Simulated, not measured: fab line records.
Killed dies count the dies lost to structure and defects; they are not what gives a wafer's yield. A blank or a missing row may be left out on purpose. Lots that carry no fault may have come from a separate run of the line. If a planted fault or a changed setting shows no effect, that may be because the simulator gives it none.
fab line records	flow rit_cmos
[record] lots = 5	wafers = 15	last_day = 7
route steps=202 shown PRETRO@72 GATE@75 FOX2@80 M1@202
lots untouched by any fault: they come from a run of this same line in which no faults occurred
start_h: start of the lot's first displayed wafer, in hours after the record's first day	wait_h: how many hours have passed since the lot's step before this one	" unchanged from the row above	L1.1+2: a single row standing in for several wafers	- no value present, or no start provided	* or withheld: withheld	< > ~ a bound
route shown NAME@n: a module of which the file shows steps, and the number in the route of the first	usual: mean/standard deviation taken from wafers without a fault	same: alike in all rows	chamber/n: place in a boat	sites: each site's reading	_std_site: their standard deviation	_edge_site: the outer-site mean with the inner-site mean subtracted	radius_mm: for every site, how far away it sits from the centre of the wafer	mask NAME#n: copy n	behind: the tool/chamber that last shaped the wafer	hold: reason for holding the lot/hours on hold/outcome of the hold	device: whichever transistor did not switch (one of n, p or np)	end of line: the route-end tests of the same wafers	a step without rows: its recipe alone	killed: count of dies lost to structure and defects at first sort (not the wafer's yield)	map: dies across one wafer; x = killed, . = not, _ = none there
set.NAME: setting as actually run; set.NAME@STEP: the setting as run at that earlier step	model.NAME: the simulator's own value behind a step, which no gauge read
lots seen at some steps along the route; tables by step, rows by wafer
services: from which hour (start_h, from the record's first day; less than 0 if before it) a tool's chamber was out of use, for how many hours, and why
[[steps]]
[step RIT_PRETRO_IMPLANT_08]
[recipe] species = B	energy_kev = 45	dose_cm2 = 1.2e+13	tilt_deg = 7
[step RIT_PRETRO_STRIP_09]
[recipe] chemistry = O2	time_s = 180	resist = NOVOLAK	platen_temp_c = withheld	power_w = 500	pressure_mtorr = 4000	o2_flow_sccm = 4000
[usual] drypump_motor_current_A = 5.95/0.2	rf_refl_power_W = 6.8/1.4
lot.wafer	tool	chamber	start_h	wait_h	drypump_motor_current_A	rf_hours_counter_h	rf_refl_power_W
L615.1	plasma_asher-04	1	51.77	0.1	6.20	24	7.5
L615.2	"	0	"	"	6.19	24	6.1
L615.5	"	0	"	"	6.19	-	6.2
L616.3	plasma_asher-01	0	57.89	0.1	5.78	-	4.9
L616.4	"	1	"	"	5.77	-	5.7
L616.5	"	1	"	"	5.79	-	6.0
L627.1	plasma_asher-04	1	111.05	0.1	6.18	31	7.4
L627.4	"	0	"	"	6.17	-	6.4
L627.6	"	0	"	"	6.17	-	6.1
L632.1	plasma_asher-02	0	132.54	0.1	5.65	2	9.5
L632.4	"	1	"	"	5.85	-	8.5
L632.5	"	1	"	"	5.86	-	8.8
L635.1	plasma_asher-04	1	146.64	0.1	6.22	35	7.4
L635.3	"	1	"	"	6.18	-	7.6
L635.6	"	1	"	"	6.18	-	7.5
[step RIT_PRETRO_TW_MEAS_10]
[usual] PRETRO_TW = 475/4.4
lot.wafer	tool	chamber	start_h	wait_h	PRETRO_TW
L615.1	film_metro-02	-	51.95	0.1	474
L615.2	"	-	"	"	474
L615.5	"	-	"	"	470
L616.3	film_metro-02	-	58.02	0.1	469
L616.4	"	-	"	"	471
L616.5	"	-	"	"	470
L627.1	film_metro-02	-	111.22	0.1	469
L627.4	"	-	"	"	471
L627.6	"	-	"	"	471
L632.1	film_metro-01	-	132.72	0.1	479
L632.4	"	-	"	"	477
L632.5	"	-	"	"	479
L635.1	film_metro-01	-	146.82	0.1	478
L635.3	"	-	"	"	478
L635.6	"	-	"	"	478
[step RIT_GATE_WET_ETCH_00]
[recipe] chemistry = BOE	target = SiO2	target_depth_nm = 56	time_s = 60	dry = n2_spin	dilution = 10:1	temp_c = 21.5
[step RIT_GATE_CLEAN_01]
[recipe] chemistry = SC1	mix = 3:3:50	time_s = 600	temp_c = 75
[step RIT_GATE_CLEAN_02]
[recipe] chemistry = dHF	dilution = 50:1	time_s = 30
[step RIT_GATE_CLEAN_03]
[recipe] chemistry = SC2	mix = 3:3:50	time_s = 600	temp_c = 75	dry = n2_spin
[step RIT_GATE_CLEAN_04]
[recipe] chemistry = dHF	dilution = 50:1	time_s = 60	dry = n2_spin
[step RIT_FOX2_THK_MEAS_91]
[recipe] reads = SiO2_of_FOX2_OXIDATION_00
[usual] FIELD_OXIDE_LEFT_2_THK = 258/6.7
lot.wafer	tool	chamber	start_h	wait_h	FIELD_OXIDE_LEFT_2_THK[nm]
L615.1	film_metro-02	-	52.62	0.0	265
L615.2	"	-	"	"	264
L615.5	"	-	"	"	264
L616.3	film_metro-04	-	58.72	0.0	260
L616.4	"	-	"	"	259
L616.5	"	-	"	"	264
L627.1	film_metro-04	-	111.70	0.0	268
L627.4	"	-	"	"	261
L627.6	"	-	"	"	263
L632.1	film_metro-01	-	133.20	0.0	256
L632.4	"	-	"	"	254
L632.5	"	-	"	"	258
L635.1	film_metro-01	-	147.32	0.0	254
L635.3	"	-	"	"	251
L635.6	"	-	"	"	255
[step RIT_GATE_OXIDATION_05]
[recipe] temp_c = 900	ambient = O2	target_thk_a = 30	ox_time_s = 270
[step RIT_GATE_ANNEAL_06]
[recipe] temp_c = 900	time_s = 600	ambient = N2O
[step RIT_GATE_THK_MEAS_07]
[recipe] reads = SiO2_of_GATE_OXIDATION_05
[usual] GATE_OXIDE_THK = 3.03/0.059
lot.wafer	tool	chamber	start_h	wait_h	GATE_OXIDE_THK[nm]
L615.1	film_metro-02	-	58.67	0.0	3.08
L615.2	"	-	"	"	2.97
L615.5	"	-	"	"	2.97
L616.3	film_metro-01	-	63.43	0.0	3.03
L616.4	"	-	"	"	2.99
L616.5	"	-	"	"	2.99
L627.1	film_metro-02	-	113.25	0.0	3.01
L627.4	"	-	"	"	3.04
L627.6	"	-	"	"	3.08
L632.1	film_metro-01	-	137.60	0.0	2.91
L632.4	"	-	"	"	2.88
L632.5	"	-	"	"	2.91
L635.1	film_metro-02	-	149.78	0.0	3.03
L635.3	"	-	"	"	3.02
L635.6	"	-	"	"	3.05
[step RIT_GATE_CVD_08]
[recipe] material = poly-Si	target_thk_nm = 250	temp_c = 610	precursor = SiH4	time_s = 2220	pressure_mtorr = 300	sih4_flow_sccm = 100
[usual] spike_tc_centre_C = 612.6/1.1	spike_tc_load_C = 632.5/2.2	spike_tc_source_C = 628.4/2	susceptor_temp_C = 610.0/0.32	zone_power_centre_pct = 26.7/0.58	zone_power_source_pct = 10.3/0.78
lot.wafer	tool	chamber	start_h	wait_h	spike_tc_centre_C	spike_tc_load_C	spike_tc_source_C	susceptor_temp_C	zone_power_centre_pct	zone_power_source_pct	model.poly-Si_of_GATE_CVD_08.thk_nm
L615.1	lpcvd-02	0	58.73	0.1	610.5	633.9	625.4	610.2	27.2	11.0	251.7
L615.2	"	0	"	"	612.1	631.4	625.4	609.9	27.3	11.2	253.4
L615.5	"	0	"	"	611.4	632.2	625.1	609.9	26.9	11.1	252.3
L616.3	lpcvd-01	1	63.47	0.0	613.2	628.7	631.6	610.4	25.8	9.0	251.6
L616.4	"	1	"	"	611.8	631.5	631.1	609.9	25.5	9.1	248.8
L616.5	"	1	"	"	612.3	629.0	632.5	610.0	25.9	9.1	248.5
L627.1	lpcvd-01	1	113.60	0.3	522.4	538.3	537.7	520.3	21.7	6.8	23.81
L627.4	"	1	"	"	522.6	538.6	539.4	519.9	21.7	6.9	23.55
L627.6	"	1	"	"	522.1	538.2	539.9	519.8	21.8	6.8	23.99
L632.1	lpcvd-02	1	137.66	0.1	614.4	636.4	627.4	610.0	27.4	9.9	255.2
L632.4	"	1	"	"	613.7	636.4	627.8	610.2	27.0	9.9	253.5
L632.5	"	1	"	"	612.1	636.8	628.6	609.8	27.5	10.0	252.4
L635.1	lpcvd-02	0	149.84	0.1	612.3	633.8	626.6	610.5	27.4	11.2	247.8
L635.3	"	0	"	"	611.7	633.7	626.1	610.6	26.8	11.2	248.7
L635.6	"	0	"	"	611.6	632.5	626.9	610.2	27.0	11.2	246.2
[step RIT_GATE_THK_MEAS_09]
[recipe] reads = poly-Si_of_GATE_CVD_08
[usual] GATE_POLY_THK = 252.6/2.5
lot.wafer	tool	chamber	start_h	wait_h	GATE_POLY_THK[nm]
L615.1	film_metro-01	-	60.35	0.0	251.8
L615.2	"	-	"	"	253.4
L615.5	"	-	"	"	252.3
L616.3	film_metro-01	-	65.10	0.0	251.3
L616.4	"	-	"	"	249.0
L616.5	"	-	"	"	248.7
L627.1	film_metro-02	-	115.22	0.0	23.8
L627.4	"	-	"	"	23.6
L627.6	"	-	"	"	24.0
L632.1	film_metro-04	-	139.28	0.0	255.1
L632.4	"	-	"	"	253.5
L632.5	"	-	"	"	252.5
L635.1	film_metro-01	-	151.45	0.0	247.8
L635.3	"	-	"	"	248.6
L635.6	"	-	"	"	246.1
[step RIT_GATE_HMDS_10]
[recipe] prime_time_s = 60	prime_temp_c = 140
[step RIT_GATE_COAT_11]
[recipe] resist = NOVOLAK	spin_rpm = 4250	resist_thk_nm = 850
[step RIT_GATE_SOFTBAKE_12]
[recipe] resist = NOVOLAK	temp_c = 90	time_s = 60
[step RIT_GATE_EXPOSE_13]
[recipe] mask_id = M6	na = 0.6	source_shape = conventional	sigma_outer = 0.6	target_cd_nm = 150	dose_mj = 380
[step RIT_GATE_PEB_14]
[recipe] resist = NOVOLAK	temp_c = withheld	time_s = withheld
[step RIT_GATE_DEVELOP_15]
[recipe] resist = NOVOLAK	develop_time_s = 50	dev_temp_c = 23
[step RIT_GATE_CD_MEAS_16]
[recipe] target_cd_nm = 150
[usual] cd_nm = 149.2/2.6
lot.wafer	tool	chamber	start_h	wait_h	cd_nm
L615.1	cd_sem-01	-	61.26	-	148.5
L615.2	"	-	"	"	148.4
L615.5	"	-	"	"	147.4
L616.3	cd_sem-01	-	66.03	-	152.7
L616.4	"	-	"	"	154.7
L616.5	"	-	"	"	154.5
L627.1	cd_sem-02	-	116.13	-	147.6
L627.4	"	-	"	"	149.3
L627.6	"	-	"	"	148.5
L632.1	cd_sem-02	-	140.31	-	150.1
L632.4	"	-	"	"	148.9
L632.5	"	-	"	"	149.1
L635.1	cd_sem-02	-	152.73	-	153.5
L635.3	"	-	"	"	153.4
L635.6	"	-	"	"	155.2
[step RIT_GATE_OVL_MEAS_17]
[usual] GATE_OVL = 1.3/1.4
lot.wafer	tool	chamber	start_h	wait_h	GATE_OVL[nm]
L615.1	overlay-01	-	61.38	0.1	3.9
L615.2	"	-	"	"	5.2
L615.5	"	-	"	"	3.5
L616.3	overlay-02	-	66.13	0.1	0.8
L616.4	"	-	"	"	1.1
L616.5	"	-	"	"	-0.1
L627.1	overlay-01	-	116.25	0.1	2.5
L627.4	"	-	"	"	2.0
L627.6	"	-	"	"	3.6
L632.1	overlay-02	-	140.43	0.1	0.4
L632.4	"	-	"	"	0.9
L632.5	"	-	"	"	1.5
L635.1	overlay-01	-	152.85	0.1	2.5
L635.3	"	-	"	"	2.5
L635.6	"	-	"	"	1.3
[step RIT_GATE_HARDBAKE_18]
[recipe] resist = NOVOLAK	temp_c = 140	time_s = 60
[step RIT_GATE_ETCH_19]
[recipe] chemistry = SF6/CHF3/O2	time_s = 165	SF6_flow_sccm = 30	CHF3_flow_sccm = 30	O2_flow_sccm = 5	target = poly-Si	pressure_mtorr = 40	rf_w = 160	target_depth_a = 3125	over_etch_frac = 0.25	stop_on = SiO2
[usual] O2_flow_sccm = 4.999/0.013	drypump_motor_current_A = 5.8/0.43	oes_product_au = 0.849/0.013	throttle_valve_pct = 10.31/0.096
[same] over_etch_frac = 0.25
lot.wafer	tool	chamber	start_h	wait_h	O2_flow_sccm	drypump_motor_current_A	oes_product_au	rf_hours_counter_h	throttle_valve_pct	model.GATE.feature_depth_nm	model.etch.depth_nm
L615.1	rie_si-01	1	61.57	0.1	4.997	5.8	0.860	26	10.30	251.7	251.7
L615.2	"	3	"	"	5.012	5.4	0.831	3	10.22	253.4	253.4
L615.5	"	0	"	"	5.011	5.8	0.847	-	10.22	252.3	252.3
L616.3	rie_si-02	2	66.30	0.1	5.005	5.2	0.842	20	10.39	251.6	251.6
L616.4	"	1	"	"	5.000	5.2	0.843	33	10.23	248.8	248.8
L616.5	"	3	"	"	4.997	5.8	0.845	-	10.52	248.5	248.5
L627.1	rie_si-01	0	116.44	0.1	5.021	5.8	0.316	40	10.22	23.81	23.81
L627.4	"	2	"	"	5.001	6.0	0.311	137	10.22	23.55	23.55
L627.6	"	2	"	"	5.003	6.0	0.312	-	10.23	23.99	23.99
L632.1	rie_si-02	0	140.62	0.1	4.992	6.6	0.856	2	10.35	255.2	255.2
L632.4	"	2	"	"	5.014	5.2	0.837	20	10.39	253.5	253.5
L632.5	"	1	"	"	4.992	5.2	0.855	-	10.23	252.4	252.4
L635.1	rie_si-01	0	153.04	0.1	5.007	5.8	0.835	40	10.23	247.8	247.8
L635.3	"	1	"	"	4.983	5.9	0.848	27	10.32	248.7	248.7
L635.6	"	0	"	"	4.991	5.7	0.842	-	10.23	246.2	246.2
[step RIT_GATE_STRIP_20]
[recipe] chemistry = O2	time_s = 180	resist = NOVOLAK	platen_temp_c = withheld	power_w = 500	pressure_mtorr = 4000	o2_flow_sccm = 4000
[usual] drypump_motor_current_A = 5.91/0.22	rf_refl_power_W = 7.3/1.6
lot.wafer	tool	chamber	start_h	wait_h	drypump_motor_current_A	rf_hours_counter_h	rf_refl_power_W
L615.1	plasma_asher-04	1	61.68	0.1	6.21	25	7.4
L615.2	"	0	"	"	6.19	25	6.0
L615.5	"	0	"	"	6.18	-	6.4
L616.3	plasma_asher-02	1	66.47	0.1	5.87	-	8.6
L616.4	"	0	"	"	5.69	-	9.5
L616.5	"	1	"	"	5.85	-	8.6
L627.1	plasma_asher-03	0	116.55	0.1	5.74	48	7.2
L627.4	"	0	"	"	5.74	-	7.5
L627.6	"	0	"	"	5.77	-	7.4
L632.1	plasma_asher-02	0	140.73	0.1	5.71	2	9.6
L632.4	"	1	"	"	5.87	-	8.0
L632.5	"	0	"	"	5.73	-	9.8
L635.1	plasma_asher-04	0	153.14	0.1	6.20	36	6.1
L635.3	"	0	"	"	6.18	-	6.2
L635.6	"	0	"	"	6.18	-	6.1
[step RIT_M1_PROBE_99]
[usual] killed_at_front_end = 7/3.1	killed_dies = 7/3.1	killed_on_rim = 1.9/1.4	killed_open = 3.6/2.1	killed_short = 3.2/1.9
[same] gross_dies = 264	killed_at_M0_to_M3 = 0	killed_at_M4_up = 0	killed_at_back_side = 0	killed_at_contacts = 0	killed_at_other = 0
lot.wafer	tool	chamber	start_h	wait_h	killed_at_front_end	killed_dies	killed_on_rim	killed_open	killed_short
L615.1	prober-02	-	82.37	0.1	12	12	4	6	6
L615.2	prober-02	-	82.42	0.1	8	8	3	6	2
L615.5	prober-02	-	82.57	0.2	8	8	2	3	5
L616.3	prober-01	-	86.98	0.2	6	6	4	3	3
L616.4	prober-01	-	87.03	0.2	4	4	2	3	1
L616.5	prober-01	-	87.08	0.2	8	8	4	2	6
L627.1	prober-02	-	137.47	0.1	264	264	70	4	3
L627.4	prober-02	-	137.62	0.2	264	264	70	1	1
L627.6	prober-02	-	137.72	0.2	264	264	70	0	5
L632.1	prober-01	-	161.71	0.1	5	5	1	4	1
L632.4	prober-01	-	161.86	0.2	11	11	3	3	8
L632.5	prober-01	-	161.91	0.2	8	8	2	3	5
L635.1	prober-02	-	173.82	0.1	15	15	5	9	6
L635.3	prober-02	-	173.92	0.2	3	3	0	2	1
L635.6	prober-02	-	174.07	0.2	2	2	1	1	1
// killed by level:class
L615.1 GATE:geometric_particle:open=5 GATE:geometric_particle:short=2 SILICIDE:geometric_particle:short=2 ACTIVE:geometric_particle:short=1 FOX1:geometric_particle:open=1 REOX:geometric_particle:short=1
L615.2 SILICIDE:geometric_particle:open=3 GATE:geometric_particle:open=2 SILICIDE:geometric_particle:short=2 REOX:geometric_particle:open=1
L615.5 GATE:geometric_particle:short=4 ACTIVE:geometric_particle:open=1 FOX1:geometric_particle:short=1 FOX1:geometric_particle:open=1 FOX2:geometric_particle:open=1
L616.3 SILICIDE:geometric_particle:short=2 SILICIDE:geometric_particle:open=2 GATE:geometric_particle:open=1 REOX:geometric_particle:short=1
L616.4 GATE:geometric_particle:open=2 FOX1:geometric_particle:short=1 SILICIDE:geometric_particle:open=1
L616.5 GATE:geometric_particle:short=3 FOX1:geometric_particle:short=2 GATE:geometric_particle:open=1 SPACER:geometric_particle:open=1 SILICIDE:geometric_particle:short=1
L627.1 GATE:area_cvd=257 GATE:geometric_particle:open=3 GATE:geometric_particle:short=2 SPACER:geometric_particle:open=1 SILICIDE:geometric_particle:short=1
L627.4 GATE:area_cvd=262 GATE:geometric_particle:short=1 SPACER:geometric_particle:open=1
L627.6 GATE:area_cvd=259 FOX1:geometric_particle:short=2 GATE:geometric_particle:short=1 REOX:geometric_particle:short=1 SPACER:geometric_particle:short=1
L632.1 FOX2:geometric_particle:open=1 FOX2:geometric_particle:short=1 GATE:geometric_particle:open=1 REOX:geometric_particle:open=1 SPACER:geometric_particle:open=1
L632.4 GATE:geometric_particle:short=3 FOX2:geometric_particle:short=2 GATE:geometric_particle:open=2 REOX:geometric_particle:short=2 SILICIDE:geometric_particle:short=1 SILICIDE:geometric_particle:open=1
L632.5 GATE:geometric_particle:short=3 FOX1:geometric_particle:open=1 GATE:geometric_particle:open=1 REOX:geometric_particle:short=1 SILICIDE:geometric_particle:short=1 SILICIDE:geometric_particle:open=1
L635.1 GATE:geometric_particle:open=4 FOX2:geometric_particle:open=3 GATE:geometric_particle:short=3 SILICIDE:geometric_particle:short=2 FOX2:geometric_particle:short=1 REOX:geometric_particle:open=1 SPACER:geometric_particle:open=1
L635.3 FOX2:geometric_particle:open=1 GATE:geometric_particle:short=1 SPACER:geometric_particle:open=1
L635.6 GATE:geometric_particle:short=1 GATE:geometric_particle:open=1
// map L627.1 (x killed, . not)
________xxxxxxx_______
_____xxxxxxxxxxxxx____
____xxxxxxxxxxxxxxx___
___xxxxxxxxxxxxxxxxx__
__xxxxxxxxxxxxxxxxxxx_
__xxxxxxxxxxxxxxxxxxx_
_xxxxxxxxxxxxxxxxxxxxx
_xxxxxxxxxxxxxxxxxxxxx
_xxxxxxxxxxxxxxxxxxxxx
_xxxxxxxxxxxxxxxxxxxxx
__xxxxxxxxxxxxxxxxxxx_
__xxxxxxxxxxxxxxxxxxx_
___xxxxxxxxxxxxxxxxx__
____xxxxxxxxxxxxxxx___
_____xxxxxxxxxxxxx____
________xxxxxxx_______
// map L616.5 (x killed, . not)
________......._______
_____.............____
____..............x___
___............x....__
__..................._
__................x.x_
_.....................
_.....................
_.....................
_.....................
__..x................_
__..................._
___.................__
____..........x....___
_____..x..........____
________...x..._______
[[services]]
tool	chamber	start_h	hours	kind
rie_si-02	-	56.97	2.8	pm
plasma_asher-04	-	105.75	0.9	repair
plasma_asher-02	-	108.75	9.0	pm
plasma_asher-02	0	108.75	9.0	vent_cycle
plasma_asher-02	1	108.75	9.0	vent_cycle
plasma_asher-02	0	117.75	-	clean
plasma_asher-02	1	117.75	-	clean
[[key]]
[first_sign] step = RIT_GATE_CVD_08	reading = susceptor_temp_C	direction = down	sigmas = 99+	usual = *	struck = *
[effect] step = RIT_GATE_CVD_08	reading = spike_tc_centre_C	direction = down	sigmas = 80	usual = 612.6	struck = 522.4
[effect] step = RIT_GATE_THK_MEAS_09	reading = GATE_POLY_THK	direction = down	sigmas = 93	usual = 252.6	struck = 23.8
[effect] step = RIT_GATE_ETCH_19	reading = oes_product_au	direction = down	sigmas = 43	usual = 0.849	struck = 0.313
[effect] step = RIT_M1_PROBE_99	reading = killed_dies	direction = up	sigmas = 84	usual = 7	struck = 264
[model_effect] step = RIT_GATE_CVD_08	value = poly-Si_of_GATE_CVD_08.thk_nm	without = 251	struck = 23.78
[model_effect] step = RIT_GATE_ETCH_19	value = GATE.feature_depth_nm	without = 251	struck = 23.78
[more_kills_born_at] RIT_GATE_CVD_08@lpcvd-01 = 778
met_at RIT_GATE_CVD_08
struck_wafers L627.1,L627.4,L627.6
later_rows_left_out L627.1,L627.4,L627.6
tester_left_out L627
onset_between 63.47 113.60
[fault] kind = process_parameter_drift	tool = lpcvd-01	chamber = 1	onset_h = 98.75	steps = RIT_GATE_CVD_08	channel = temp_c	offset = *	shape = step	end_h = 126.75	acts_in = *	stated = *
// tester_left_out: of these lots the tester's yield and bins aren't shown, on N5 and GAA mostly nor the transistor test; their killed dies are dies lost to structure and defects alone, not to doping, threshold or leakage, so they don't give the yield
// later_rows_left_out: the simulator's readings of these wafers behind a module that went badly wrong aren't trusted and aren't shown, but for the sort
